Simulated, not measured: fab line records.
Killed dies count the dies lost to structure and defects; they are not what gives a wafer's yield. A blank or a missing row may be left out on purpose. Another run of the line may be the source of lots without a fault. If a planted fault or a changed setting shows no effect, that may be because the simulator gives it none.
Problem report in the 8D (eight disciplines) form, filled by code    flow berkeley cmos170    the parts of the form that need people (team, actions taken, sign-off) are left out

1. PROBLEM STATEMENT
Across 2 wafers from 2 lots, SILICIDE_TI_RS at UCB170_SILICIDE_RS_MEAS_02 averages 71.2 ohm/sq, while fault-free wafers read 26.2 ohm/sq with a standard deviation of 0.4. So: +99 or more standard deviations from the usual mean.
The step: measures by four-point-probe.
First seen on wafer L853.2, day 8 13:43, on film metro-01. The record has a number at this step for 39 wafers belonging to 13 lots. Rule for "out", or "out of limits": more than 4 standard deviations from the usual mean. All remaining wafers that have a number are taken as sound.

2. WHAT IT IS, WHAT IT ISN'T
question                     is                is not
which readings at this step  SILICIDE_TI_RS    -
which lots                   L853, L856        L847, L848, L850, L851, L860, L861, L862, L865, L866, L868, L869
which wafers of those lots   L853.2, L856.4    L853.3, L853.5, L856.5, L856.6
read on which gauges         film metro-01     film metro-03, film metro-04
when                         from day 8 13:43  up to then (14 sound wafers); but 23 sound wafers of L856, L860, L861, L862, L865, L866, L868, L869 came after

3. THE SUSPECTS, EACH WITH WHAT RULES IT OUT
Counting: a tool at a process step up to the reading stays a suspect if it ran every lot that is out. Sound lots after the first of them don't rule it out here, since some wafers of a struck lot are sound.
- the gauge at UCB170_SILICIDE_RS_MEAS_02: kept. All the wafers that are out were read on film metro-01, and no step on other tools shows them out.
- rtp anneal-02 at UCB170_SDANNEAL_RTA_00 (time 10 s): kept. It ran every lot that is out, first L853 (day 8 12:53).
- pvd sputter-01 at UCB170_SILICIDE_SPUTTER_01 (material Ti, target thk 30 nm, time 25 s): kept. Every lot that is out went through it, the first being L853 (day 8 13:40); the last sound lot it ran before that was L850 (day 7 18:10).
Left after counting: rtp anneal-02 at UCB170_SDANNEAL_RTA_00, pvd sputter-01 at UCB170_SILICIDE_SPUTTER_01, film metro-01 at UCB170_SILICIDE_RS_MEAS_02.

4. THE CAUSE (what the simulator had put in)
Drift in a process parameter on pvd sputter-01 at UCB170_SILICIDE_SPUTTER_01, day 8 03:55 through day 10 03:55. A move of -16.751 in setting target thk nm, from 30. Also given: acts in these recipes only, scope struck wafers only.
Counting left 3 suspects, and this tool is among them.

5. THE CHAIN OF EFFECTS, in route order
Each row: a reading whose mean over the struck wafers that have a number lies more than 3 standard deviations from the usual. Only readings for which the record gives a usual standard deviation are gone through. hours: the time from each lot's start at the first step in this table that gives one to its start at this step, as a median over the lots. sigmas: the change in usual standard deviations.
hours  step                         reading          usual        on struck wafers  change  sigmas
0      UCB170_SILICIDE_RS_MEAS_02   SILICIDE_TI_RS   26.2 ohm/sq  71.2              +45.0   +99 or more
0      UCB170_SILICIDE_THK_MEAS_03  SILICIDE_TI_THK  29.5 nm      12.9              -16.6   -40
Later steps that measure or inspect, where all struck wafers having a row at the step show a number for every such reading and not one has moved that far: UCB170_CONTACT_THK_MEAS_02.

6. HOW IT WOULD HAVE BEEN CAUGHT EARLIER
10 hours passed between the start of the fault at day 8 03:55 and the first reading out of limits at a measuring or inspecting step in this record, taken at day 8 13:43.
An alarm limit of 4 standard deviations would not have fired on the tool readings at UCB170_SILICIDE_SPUTTER_01 for which the record gives a usual standard deviation, since none of them was out on any struck wafer.
Lots out: 2; of these, L856 started UCB170_SILICIDE_SPUTTER_01 on pvd sputter-01 after day 8 13:43. Holding the tool at that time would have saved it.
